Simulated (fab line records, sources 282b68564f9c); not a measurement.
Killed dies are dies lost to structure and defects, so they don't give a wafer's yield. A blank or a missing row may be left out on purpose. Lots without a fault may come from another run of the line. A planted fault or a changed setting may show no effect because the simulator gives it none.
fab line records | flow rit_cmos
record lots=14 wafers=42 last_day=7
route steps=202 shown NSD@137 PSD@142 SILICIDE@167 CONTACT@177 M1@202
lots that met no fault: from a run of the same line without faults
start_h: hours from the record's first day to the start of the lot's first wafer shown | wait_h: hours since the lot's step before | " the same as in the row above | L1.1+2: a row that stands for several wafers | - no value, or no start given | * or withheld: withheld | < > ~ a bound
route shown NAME@n: a module of which the file shows steps, and the number in the route of the first | usual: mean/standard deviation of fault-free wafers | same: alike in all rows | chamber/n: place in a boat | sites: the reading at each site | _std_site: their standard deviation | _edge_site: outer sites' mean less inner sites' | radius_mm: how far each site lies from the wafer's centre | mask NAME#n: copy n | behind: the tool/chamber that last shaped the wafer | hold: why the lot was held/for how many hours/how that ended | device: the transistor (n, p or np) that didn't switch | end of line: the same wafers' tests at the end of the route | a step without rows: its recipe alone | killed: dies lost to structure and defects at the first sort, not the wafer's yield | map: a wafer's dies, x killed, . not, _ none there
set.NAME: the setting as run; set.NAME@STEP: as run at that earlier step | model.NAME: the simulator's own value behind a step, which no gauge read
steps of the route over a sample of lots; a table a step, a row a wafer
## steps
# step RIT_NSD_OVL_MEAS_06
# usual NSD_OVL=-0.2/1.5
# columns lot.wafer tool chamber start_h wait_h NSD_OVL[nm]
L945.2 overlay-01 - 47.78 - 0.4
L945.3 " - " " 1.1
L945.5 " - " " 1.5
L947.2 overlay-01 - 57.65 - -2.8
L947.5 " - " " -2.2
L947.6 " - " " -1.4
L949.1 overlay-02 - 67.02 - -0.7
L949.4 " - " " 1.6
L949.6 " - " " 1.1
L950.2 overlay-01 - 72.19 - 0.7
L950.4 " - " " -0.3
L950.6 " - " " -2.7
L951.3 overlay-01 - 77.03 - -2.4
L951.4 " - " " -3.3
L951.6 " - " " -2.3
L952.2 overlay-01 - 81.43 - -3.7
L952.5 " - " " -2.0
L952.6 " - " " 0.0
L955.1 overlay-02 - 97.05 - -0.8
L955.5 " - " " 0.5
L955.6 " - " " 1.2
L959.2 overlay-01 - 117.43 - -0.4
L959.3 " - " " -1.1
L959.4 " - " " -0.9
L962.2 overlay-02 - 134.08 - 1.5
L962.4 " - " " 2.8
L962.6 " - " " 1.5
L963.3 overlay-02 - 138.39 - -1.6
L963.4 " - " " 0.4
L963.5 " - " " -0.6
L965.2 overlay-01 - 147.31 - -0.3
L965.3 " - " " -2.1
L965.6 " - " " -0.7
L966.1 overlay-02 - 151.30 - -2.8
L966.3 " - " " 0.9
L966.6 " - " " 0.3
L967.1 overlay-02 - 157.13 - -0.8
L967.2 " - " " 0.5
L967.4 " - " " 1.4
L968.1 overlay-02 - 163.52 - -1.0
L968.2 " - " " -0.5
L968.4 " - " " 0.1
# step RIT_PSD_HMDS_00
# recipe prime_time_s=60 prime_temp_c=140
# usual prime_temp_c=139.98/0.14
# columns lot.wafer tool chamber start_h wait_h prime_temp_c
L945.2 litho_track-04 0 48.37 0.1 140.05
L945.3 " 0 " " 139.97
L945.5 " 0 " " 139.83
L947.2 litho_track-01 0 58.24 0.1 139.83
L947.5 " 0 " " 139.72
L947.6 " 0 " " 139.77
L949.1 litho_track-04 0 67.59 0.1 139.99
L949.4 " 0 " " 139.64
L949.6 " 0 " " 139.89
L950.2 litho_track-02 0 72.78 0.1 140.19
L950.4 " 0 " " 140.34
L950.6 " 0 " " 139.78
L951.3 litho_track-04 0 77.64 0.1 139.98
L951.4 " 0 " " 140.08
L951.6 " 0 " " 139.99
L952.2 litho_track-02 0 82.02 0.1 149.83
L952.5 " 0 " " 149.95
L952.6 " 0 " " 149.94
L955.1 litho_track-02 0 97.62 0.1 149.69
L955.5 " 0 " " 149.74
L955.6 " 0 " " 149.53
L959.2 litho_track-01 0 118.02 0.1 139.85
L959.3 " 0 " " 139.80
L959.4 " 0 " " 139.88
L962.2 litho_track-01 0 134.67 0.1 139.96
L962.4 " 0 " " 140.02
L962.6 " 0 " " 139.92
L963.3 litho_track-04 0 139.00 0.1 140.19
L963.4 " 0 " " 140.07
L963.5 " 0 " " 139.96
L965.2 litho_track-02 0 147.90 0.1 139.99
L965.3 " 0 " " 140.00
L965.6 " 0 " " 140.16
L966.1 litho_track-02 0 151.87 0.1 139.84
L966.3 " 0 " " 140.11
L966.6 " 0 " " 139.87
L967.1 litho_track-02 0 157.88 0.1 139.85
L967.2 " 0 " " 139.91
L967.4 " 0 " " 139.77
L968.1 litho_track-04 0 164.09 0.1 139.86
L968.2 " 0 " " 140.00
L968.4 " 0 " " 140.17
# step RIT_SILICIDE_RTA_06
# recipe temp_c=750 time_s=10 idle_temp_c=25 ramp_up_s=5 ramp_down_s=10 cool_to_c=25 ambient=N2
# usual wafer_temp_C_max=753.4/1.4
# columns lot.wafer tool chamber start_h wait_h wafer_temp_C_max
L945.2 rtp_anneal-01 0 51.17 0.0 752.1
L945.3 " 0 " " 752.4
L945.5 " 0 " " 752.3
L947.2 rtp_anneal-01 0 61.04 0.0 753.0
L947.5 " 0 " " 752.0
L947.6 " 0 " " 752.9
L949.1 rtp_anneal-01 0 70.41 0.0 752.7
L949.4 " 0 " " 752.8
L949.6 " 0 " " 752.5
L950.2 rtp_anneal-02 0 75.70 0.0 753.2
L950.4 " 0 " " 754.3
L950.6 " 0 " " 753.4
L951.3 rtp_anneal-01 0 80.45 0.0 752.7
L951.4 " 0 " " 751.6
L951.6 " 0 " " 751.6
L952.2 rtp_anneal-02 0 84.81 0.0 754.1
L952.5 " 0 " " 756.1
L952.6 " 0 " " 755.4
L955.1 rtp_anneal-01 0 100.43 0.0 752.2
L955.5 " 0 " " 752.3
L955.6 " 0 " " 752.6
L959.2 rtp_anneal-01 0 120.93 0.0 752.7
L959.3 " 0 " " 752.7
L959.4 " 0 " " 753.0
L962.2 rtp_anneal-02 0 137.63 0.0 754.7
L962.4 " 0 " " 753.6
L962.6 " 0 " " 755.2
L963.3 rtp_anneal-01 0 141.91 0.0 752.1
L963.4 " 0 " " 752.7
L963.5 " 0 " " 751.8
L965.2 rtp_anneal-01 0 150.79 0.0 752.8
L965.3 " 0 " " 753.1
L965.6 " 0 " " 752.7
L966.1 rtp_anneal-02 0 154.79 0.0 755.0
L966.3 " 0 " " 754.6
L966.6 " 0 " " 755.7
L967.1 rtp_anneal-01 0 160.80 0.0 753.7
L967.2 " 0 " " 752.2
L967.4 " 0 " " 753.4
L968.1 rtp_anneal-02 0 167.08 0.0 754.8
L968.2 " 0 " " 753.8
L968.4 " 0 " " 754.8
# step RIT_CONTACT_OVL_MEAS_09
# usual CONTACT_OVL=-0.8/1.3
# columns lot.wafer tool chamber start_h wait_h CONTACT_OVL[nm]
L945.2 overlay-01 - 52.55 0.1 -0.6
L945.3 " - " " -2.0
L945.5 " - " " -0.4
L947.2 overlay-01 - 62.43 0.1 -2.4
L947.5 " - " " -1.6
L947.6 " - " " -2.4
L949.1 overlay-01 - 71.77 0.1 -1.0
L949.4 " - " " 0.6
L949.6 " - " " 0.9
L950.2 overlay-02 - 77.08 0.1 -0.7
L950.4 " - " " -1.2
L950.6 " - " " -0.7
L951.3 overlay-01 - 81.88 0.1 0.3
L951.4 " - " " 1.6
L951.6 " - " " -1.8
L952.2 overlay-02 - 86.19 0.1 -0.2
L952.5 " - " " 0.0
L952.6 " - " " 0.2
L955.1 overlay-01 - 101.70 0.1 -0.3
L955.5 " - " " -0.8
L955.6 " - " " 2.0
L959.2 overlay-01 - 122.34 0.1 -2.1
L959.3 " - " " -2.6
L959.4 " - " " -2.2
L962.2 overlay-01 - 139.01 0.1 -1.5
L962.4 " - " " -1.3
L962.6 " - " " -1.2
L963.3 overlay-01 - 143.19 0.1 1.1
L963.4 " - " " -0.4
L963.5 " - " " 1.8
L965.2 overlay-01 - 152.29 0.1 -0.5
L965.3 " - " " -1.4
L965.6 " - " " 1.1
L966.1 overlay-01 - 156.18 0.1 -2.6
L966.3 " - " " -1.4
L966.6 " - " " -2.3
L967.1 overlay-02 - 162.06 0.1 1.2
L967.2 " - " " 0.1
L967.4 " - " " 1.7
L968.1 overlay-01 - 168.46 0.1 -0.5
L968.2 " - " " 0.0
L968.4 " - " " -1.2
# step RIT_M1_PROBE_99
# usual killed_at_M0_to_M3=0.0/0.14 killed_at_contacts=0.1/0.29 killed_at_front_end=6.3/2.8 killed_dies=6.4/2.8 killed_open=3.3/1.7 killed_short=3.1/1.9
# same gross_dies=264 killed_at_M4_up=0 killed_at_back_side=0 killed_at_other=0
# columns lot.wafer tool chamber start_h wait_h killed_at_M0_to_M3 killed_at_contacts killed_at_front_end killed_dies killed_open killed_short
L945.2 prober-01 - 57.86 0.1 0 0 9 9 3 6
L945.3 prober-01 - 57.91 0.2 0 0 2 2 1 1
L945.5 prober-01 - 58.01 0.2 0 0 9 9 5 4
L947.2 prober-01 - 68.51 0.1 0 0 10 10 3 7
L947.5 prober-01 - 68.66 0.2 0 0 6 6 4 2
L947.6 prober-01 - 68.71 0.2 0 0 6 6 4 2
L949.1 prober-01 - 76.98 0.1 0 0 8 8 7 1
L949.4 prober-01 - 77.13 0.2 0 0 9 9 3 6
L949.6 prober-01 - 77.23 0.2 0 1 5 6 3 3
L950.2 prober-02 - 83.71 0.1 0 0 7 7 5 2
L950.4 prober-02 - 83.81 0.2 0 0 6 6 3 3
L950.6 prober-02 - 83.91 0.2 0 0 8 8 4 4
L951.3 prober-01 - 87.15 0.2 0 0 9 9 6 3
L951.4 prober-01 - 87.20 0.2 0 0 2 2 1 1
L951.6 prober-01 - 87.30 0.2 0 0 7 7 5 2
L952.2 prober-02 - 91.42 0.1 0 0 4 4 2 2
L952.5 prober-02 - 91.57 0.2 0 0 3 3 2 1
L952.6 prober-02 - 91.62 0.2 0 0 11 11 7 4
L955.1 prober-01 - 107.36 0.1 0 0 11 11 5 6
L955.5 prober-01 - 107.56 0.2 0 0 4 4 2 2
L955.6 prober-01 - 107.61 0.2 0 0 6 6 3 3
L959.2 prober-02 - 128.72 0.1 0 0 10 10 4 6
L959.3 prober-02 - 128.77 0.2 1 0 4 5 2 3
L959.4 prober-02 - 128.82 0.2 0 0 9 9 4 5
L962.2 prober-02 - 146.39 0.1 0 0 6 6 3 3
L962.4 prober-02 - 146.49 0.2 0 1 6 7 3 4
L962.6 prober-02 - 146.59 0.2 0 0 6 6 1 5
L963.3 prober-01 - 148.48 0.2 0 0 2 2 1 1
L963.4 prober-01 - 148.53 0.2 0 0 4 4 1 3
L963.5 prober-01 - 148.58 0.2 0 0 6 6 3 3
L965.2 prober-01 - 157.52 0.1 0 1 8 9 6 3
L965.3 prober-01 - 157.57 0.2 0 0 4 4 1 3
L965.6 prober-01 - 157.72 0.2 0 0 8 8 5 2
L966.1 prober-02 - 161.38 0.1 0 0 8 8 5 3
L966.3 prober-02 - 161.48 0.2 0 0 7 7 2 5
L966.6 prober-02 - 161.63 0.2 0 0 2 2 1 1
L967.1 prober-01 - 167.12 0.1 0 0 5 5 2 3
L967.2 prober-01 - 167.17 0.1 0 0 4 4 2 2
L967.4 prober-01 - 167.27 0.2 0 0 4 4 2 2
L968.1 prober-02 - 173.59 0.1 0 0 3 3 3 0
L968.2 prober-02 - 173.64 0.1 0 0 8 8 3 5
L968.4 prober-02 - 173.74 0.2 0 0 13 13 6 7
# killed by level:class
L945.2 FOX2:geometric_particle:short=2 SPACER:geometric_particle:short=2 SILICIDE:geometric_particle:open=2 ACTIVE:geometric_particle:short=1 GATE:geometric_particle:short=1 SPACER:geometric_particle:open=1
L945.3 REOX:geometric_particle:short=1 SPACER:geometric_particle:open=1
L945.5 FOX2:geometric_particle:open=2 GATE:geometric_particle:short=2 GATE:geometric_particle:open=1 REOX:geometric_particle:short=1 REOX:geometric_particle:open=1 SPACER:geometric_particle:short=1 SILICIDE:geometric_particle:open=1
L947.2 FOX1:geometric_particle:short=2 GATE:geometric_particle:open=2 GATE:geometric_particle:short=2 SILICIDE:geometric_particle:short=2 REOX:geometric_particle:short=1 REOX:geometric_particle:open=1
L947.5 GATE:geometric_particle:open=2 ACTIVE:geometric_particle:short=1 GATE:geometric_particle:short=1 SPACER:geometric_particle:open=1 SILICIDE:geometric_particle:open=1
L947.6 FOX2:geometric_particle:short=1 GATE:geometric_particle:open=1 REOX:geometric_particle:open=1 SPACER:geometric_particle:open=1 SILICIDE:geometric_particle:open=1 SILICIDE:geometric_particle:short=1
L949.1 FOX1:geometric_particle:open=3 SPACER:geometric_particle:open=2 GATE:geometric_particle:open=1 SPACER:geometric_particle:short=1 SILICIDE:geometric_particle:open=1
L949.4 FOX1:geometric_particle:short=2 REOX:geometric_particle:open=2 SPACER:geometric_particle:short=2 GATE:geometric_particle:open=1 GATE:geometric_particle:short=1 REOX:geometric_particle:short=1
L949.6 SPACER:geometric_particle:short=2 GATE:geometric_particle:short=1 REOX:geometric_particle:open=1 SILICIDE:geometric_particle:open=1 CONTACT:geometric_particle:open=1
L950.2 REOX:geometric_particle:open=2 FOX1:geometric_particle:short=1 FOX2:geometric_particle:open=1 GATE:geometric_particle:short=1 GATE:geometric_particle:open=1 SILICIDE:geometric_particle:open=1
L950.4 FOX2:geometric_particle:short=3 GATE:geometric_particle:open=2 FOX2:geometric_particle:open=1
L950.6 GATE:geometric_particle:short=2 SILICIDE:geometric_particle:open=2 FOX2:geometric_particle:short=1 FOX2:geometric_particle:open=1 GATE:geometric_particle:open=1 SILICIDE:geometric_particle:short=1
L951.3 GATE:geometric_particle:open=3 FOX1:geometric_particle:open=1 FOX1:geometric_particle:short=1 FOX2:geometric_particle:short=1 FOX2:geometric_particle:open=1 GATE:geometric_particle:short=1 REOX:geometric_particle:open=1
L951.4 GATE:geometric_particle:short=1 GATE:geometric_particle:open=1
L951.6 REOX:geometric_particle:open=2 SPACER:geometric_particle:open=2 GATE:geometric_particle:short=1 REOX:geometric_particle:short=1 SILICIDE:geometric_particle:open=1
L952.2 SILICIDE:geometric_particle:open=2 FOX2:geometric_particle:short=1 SPACER:geometric_particle:short=1
L952.5 FOX1:geometric_particle:short=1 FOX1:geometric_particle:open=1 GATE:geometric_particle:open=1
L952.6 GATE:geometric_particle:open=3 FOX2:geometric_particle:short=2 GATE:geometric_particle:short=2 FOX1:geometric_particle:open=1 FOX2:geometric_particle:open=1 SPACER:geometric_particle:open=1 SILICIDE:geometric_particle:open=1
L955.1 SPACER:geometric_particle:open=3 GATE:geometric_particle:short=2 FOX1:geometric_particle:open=1 FOX1:geometric_particle:short=1 GATE:geometric_particle:open=1 REOX:geometric_particle:short=1 SPACER:geometric_particle:short=1 SILICIDE:geometric_particle:short=1
L955.5 FOX1:geometric_particle:open=2 GATE:geometric_particle:short=2
L955.6 FOX2:geometric_particle:short=1 GATE:geometric_particle:short=1 GATE:geometric_particle:open=1 SPACER:geometric_particle:short=1 SPACER:geometric_particle:open=1 SILICIDE:geometric_particle:open=1
L959.2 FOX1:geometric_particle:short=3 GATE:geometric_particle:open=2 FOX1:geometric_particle:open=1 GATE:geometric_particle:short=1 REOX:geometric_particle:short=1 SPACER:geometric_particle:open=1 SILICIDE:geometric_particle:short=1
L959.3 FOX1:geometric_particle:short=1 FOX2:geometric_particle:open=1 FOX2:geometric_particle:short=1 GATE:geometric_particle:open=1 M1:geometric_particle:short=1
L959.4 FOX1:geometric_particle:short=2 FOX1:geometric_particle:open=2 GATE:geometric_particle:short=2 FOX2:geometric_particle:short=1 GATE:geometric_particle:open=1 SPACER:geometric_particle:open=1
L962.2 GATE:geometric_particle:open=3 FOX2:geometric_particle:short=1 GATE:geometric_particle:short=1 SILICIDE:geometric_particle:short=1
L962.4 GATE:geometric_particle:open=2 FOX1:geometric_particle:open=1 FOX2:geometric_particle:short=1 GATE:geometric_particle:short=1 SILICIDE:geometric_particle:short=1 CONTACT:geometric_particle:short=1
L962.6 REOX:geometric_particle:short=2 FOX1:geometric_particle:short=1 FOX2:geometric_particle:short=1 SILICIDE:geometric_particle:open=1 SILICIDE:geometric_particle:short=1
L963.3 FOX1:geometric_particle:open=1 SPACER:geometric_particle:short=1
L963.4 GATE:geometric_particle:short=2 FOX2:geometric_particle:short=1 GATE:geometric_particle:open=1
L963.5 GATE:geometric_particle:open=2 FOX2:geometric_particle:open=1 FOX2:geometric_particle:short=1 GATE:geometric_particle:short=1 REOX:geometric_particle:short=1
L965.2 GATE:geometric_particle:open=2 REOX:geometric_particle:short=2 FOX1:geometric_particle:short=1 REOX:geometric_particle:open=1 SPACER:geometric_particle:open=1 SILICIDE:geometric_particle:open=1 CONTACT:geometric_particle:open=1
L965.3 REOX:geometric_particle:short=2 FOX1:geometric_particle:open=1 SILICIDE:geometric_particle:short=1
L965.6 FOX2:geometric_particle:short=2 FOX2:geometric_particle:open=2 NSD:coat_microbubble_printed=1 FOX1:geometric_particle:open=1 GATE:geometric_particle:open=1 SILICIDE:geometric_particle:open=1
L966.1 SILICIDE:geometric_particle:open=3 SPACER:geometric_particle:short=2 FOX1:geometric_particle:open=1 FOX2:geometric_particle:short=1 SPACER:geometric_particle:open=1
L966.3 FOX2:geometric_particle:short=2 FOX2:geometric_particle:open=1 GATE:geometric_particle:short=1 SPACER:geometric_particle:short=1 SPACER:geometric_particle:open=1 SILICIDE:geometric_particle:short=1
L966.6 FOX2:geometric_particle:open=1 GATE:geometric_particle:short=1
L967.1 GATE:geometric_particle:short=2 FOX1:geometric_particle:open=1 REOX:geometric_particle:open=1 SPACER:geometric_particle:short=1
L967.2 FOX2:geometric_particle:open=2 FOX1:geometric_particle:short=1 SPACER:geometric_particle:short=1
L967.4 FOX1:geometric_particle:open=1 FOX1:geometric_particle:short=1 REOX:geometric_particle:short=1 SPACER:geometric_particle:open=1
L968.1 GATE:geometric_particle:open=2 REOX:geometric_particle:open=1
L968.2 SPACER:geometric_particle:open=3 SPACER:geometric_particle:short=3 FOX1:geometric_particle:short=1 GATE:geometric_particle:short=1
L968.4 GATE:geometric_particle:short=5 GATE:geometric_particle:open=4 FOX1:geometric_particle:open=1 FOX1:geometric_particle:short=1 REOX:geometric_particle:short=1 SILICIDE:geometric_particle:open=1
## key
first_sign step=RIT_PSD_HMDS_00 reading=prime_temp_c direction=up sigmas=72 usual=* struck=*
effect none on later readings
met_at RIT_PSD_HMDS_00
struck_lots L952,L955
tester_left_out L952,L955
not_acting_at RIT_NSD_OVL_MEAS_06,RIT_SILICIDE_RTA_06,RIT_CONTACT_OVL_MEAS_09
onset_between 72.78 82.02
fault kind=process_parameter_drift tool=litho_track-02 chamber=- onset_h=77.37 steps=RIT_PSD_HMDS_00 channel=prime_temp_c offset=* shape=step end_h=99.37 acts_in=* stated=*
# tester_left_out: of these lots the tester's yield and bins aren't shown, on N5 and GAA mostly nor the transistor test; their killed dies are dies lost to structure and defects alone, not to doping, threshold or leakage, so they don't give the yield
